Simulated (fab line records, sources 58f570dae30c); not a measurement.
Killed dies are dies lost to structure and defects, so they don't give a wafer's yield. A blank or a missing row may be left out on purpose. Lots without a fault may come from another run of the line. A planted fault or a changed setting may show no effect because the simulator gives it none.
Which tool did it? | flow berkeley_cmos170 | 14 lots, 42 wafers sampled, at 5 steps of a route of 331

WHAT THE GAUGES READ, wafer by wafer
UCB170_START_BOW_MEAS_00.
lot  | measured    | on            | INCOMING_BOW (um)
L189 | day 1 10:00 | film_metro-02 | 9 -4 4
L190 | day 1 15:01 | film_metro-03 | 15 -1 -3
L191 | day 1 20:00 | film_metro-02 | 1 7 8
L192 | day 2 01:01 | film_metro-03 | 0 6 2
L193 | day 2 06:00 | film_metro-03 | -4 -5 -2
L195 | day 2 16:00 | film_metro-02 | -5 -6 4
L199 | day 3 12:17 | film_metro-03 | 2 12 15
L202 | day 4 03:00 | film_metro-02 | -3 -7 5
L203 | day 4 08:00 | film_metro-03 | -4 -1 -3
L205 | day 4 18:00 | film_metro-03 | 2 2 -7
L206 | day 4 23:02 | film_metro-03 | -8 2 -4
L207 | day 5 04:02 | film_metro-01 | 20 3 5
L210 | day 5 19:01 | film_metro-01 | 7 11 3
L211 | day 6 00:00 | film_metro-01 | 3 7 -15

UCB170_NWELL_TW_MEAS_16.
lot  | measured    | on            | NWELL_TW
L189 | day 2 08:11 | film_metro-01 | 1215 1220 1229
L190 | day 2 17:11 | film_metro-04 | 1252 1241 1242
L191 | day 2 17:07 | film_metro-01 | 1222 1229 1227
L192 | day 3 00:10 | film_metro-04 | 1252 1250 1252
L193 | day 3 06:43 | film_metro-01 | 1224 1222 1216
L195 | day 3 21:36 | film_metro-04 | 1243 1247 1246
L199 | day 4 12:24 | film_metro-02 | 1247 1246 1247
L202 | day 5 07:08 | film_metro-04 | 1248 1242 1248
L203 | day 5 16:20 | film_metro-01 | 1225 1224 1224
L205 | day 5 22:37 | film_metro-04 | 1251 1254 1252
L206 | day 6 07:58 | film_metro-04 | 1181 1174 1174
L207 | day 6 08:14 | film_metro-01 | 1223 1223 1222
L210 | day 7 04:23 | film_metro-02 | 1197 1186 1188
L211 | day 7 04:08 | film_metro-01 | 1222 1224 1218

UCB170_ACTIVE_CD_MEAS_90: target cd 1200 nm.
lot  | measured    | on        | cd_nm (nm)
L189 | day 4 14:33 | cd_sem-02 | 1202.9 1201.6 1202.4
L190 | day 5 00:46 | cd_sem-01 | 1199.4 1200.3 1199.2
L191 | day 5 00:52 | cd_sem-01 | 1198.7 1199.8 1200.0
L192 | day 5 09:22 | cd_sem-02 | 1197.3 1197.1 1197.4
L193 | day 5 17:10 | cd_sem-02 | 1199.7 1198.3 1199.6
L195 | day 6 05:41 | cd_sem-01 | 1197.8 1198.5 1196.8
L199 | day 7 00:35 | cd_sem-01 | 1202.0 1202.4 1203.3
L202 | day 7 17:20 | cd_sem-02 | 1202.0 1201.0 1202.2
L203 | day 8 03:05 | cd_sem-01 | 1199.4 1201.3 1198.2
L205 | day 8 03:19 | cd_sem-02 | 1196.6 1196.9 1197.9
L206 | day 8 19:54 | cd_sem-01 | 1200.3 1200.1 1200.8
L207 | day 8 19:22 | cd_sem-01 | 1200.5 1200.9 1203.2
L210 | day 9 09:13 | cd_sem-02 | 1197.9 1198.3 1198.1
L211 | day 9 08:47 | cd_sem-01 | 1200.9 1200.9 1200.7

WHICH TOOL RAN EACH LOT (tool, then ch and the chambers of the sampled wafers, then the start)
lot  | UCB170_NWELL_IMPLANT_14        | UCB170_NWELL_STRIP_15
L189 | implanter-01 ch 0, day 2 07:56 | plasma_asher-04 ch 0,1, day 2 08:05
L190 | implanter-02 ch 0, day 2 16:57 | plasma_asher-01 ch 0, day 2 17:05
L191 | implanter-03 ch 0, day 2 16:52 | plasma_asher-04 ch 1, day 2 17:01
L192 | implanter-03 ch 0, day 2 23:56 | plasma_asher-02 ch 0, day 3 00:04
L193 | implanter-03 ch 0, day 3 06:28 | plasma_asher-04 ch 0,1, day 3 06:37
L195 | implanter-02 ch 0, day 3 21:21 | plasma_asher-02 ch 0,1, day 3 21:30
L199 | implanter-01 ch 0, day 4 12:09 | plasma_asher-04 ch 0,1, day 4 12:18
L202 | implanter-03 ch 0, day 5 06:53 | plasma_asher-04 ch 0,1, day 5 07:02
L203 | implanter-01 ch 0, day 5 16:05 | plasma_asher-02 ch 0,1, day 5 16:14
L205 | implanter-03 ch 0, day 5 22:22 | plasma_asher-02 ch 0,1, day 5 22:31
L206 | implanter-01 ch 0, day 6 07:44 | plasma_asher-04 ch 0,1, day 6 07:52
L207 | implanter-03 ch 0, day 6 08:01 | plasma_asher-01 ch 0,1, day 6 08:08
L210 | implanter-01 ch 0, day 7 04:10 | plasma_asher-04 ch 0,1, day 7 04:17
L211 | implanter-03 ch 0, day 7 03:53 | plasma_asher-01 ch 0,1, day 7 04:02
- UCB170_NWELL_IMPLANT_14
- UCB170_NWELL_STRIP_15: strips in O2.

WHAT THE TOOLS THEMSELVES READ (means of the sampled wafers that have a number; where no wafer has one, the mark that the record gives instead)
UCB170_NWELL_STRIP_15.
lot  | tool            | drypump_motor_current_A (A) | oes_product_au (a.u.) | strip_time_to_endpoint_s (s)
L189 | plasma_asher-04 | 5.78                        | 0.724                 | 18.02
L190 | plasma_asher-01 | 6.23                        | 0.723                 | 18.10
L191 | plasma_asher-04 | 5.74                        | 0.717                 | 17.97
L192 | plasma_asher-02 | 6.06                        | 0.718                 | 17.96
L193 | plasma_asher-04 | 5.79                        | 0.718                 | 18.09
L195 | plasma_asher-02 | 6.21                        | 0.722                 | 18.00
L199 | plasma_asher-04 | 5.80                        | 0.723                 | 17.95
L202 | plasma_asher-04 | 5.75                        | 0.717                 | 17.96
L203 | plasma_asher-02 | 6.21                        | 0.722                 | 18.02
L205 | plasma_asher-02 | 6.14                        | 0.723                 | 17.97
L206 | plasma_asher-04 | 5.75                        | 0.717                 | 18.04
L207 | plasma_asher-01 | 6.05                        | 0.723                 | 17.90
L210 | plasma_asher-04 | 5.74                        | 0.721                 | 18.01
L211 | plasma_asher-01 | 5.84                        | 0.719                 | 17.97

THE ANSWER, worked out from the rows above alone
Rule: what is usual is taken from the lots themselves. Put in order of their means at a reading, lots are off if they are a third of the lots or fewer, leave a main group of 4 or more, and stand apart from it by a gap of 3 or more times the standard deviation of the main group's means; of several such gaps the widest counts. A main group whose means are all the same, to the digits that the tables above print for the reading, isn't used. A lot without any number at a reading at which 4 lots or more have one is off too. The other lots that the step has rows for count as sound. The gauges are gone through in route order, then the tools' own readings, and for those a lot's mean is taken as printed above. The first step at which some lot is off is used, and at that step the reading that is off furthest; a lot without a number counts as furthest.
No lot is off at any reading shown: from this, nothing can be told.

WHAT THE SIMULATOR HAD PUT IN
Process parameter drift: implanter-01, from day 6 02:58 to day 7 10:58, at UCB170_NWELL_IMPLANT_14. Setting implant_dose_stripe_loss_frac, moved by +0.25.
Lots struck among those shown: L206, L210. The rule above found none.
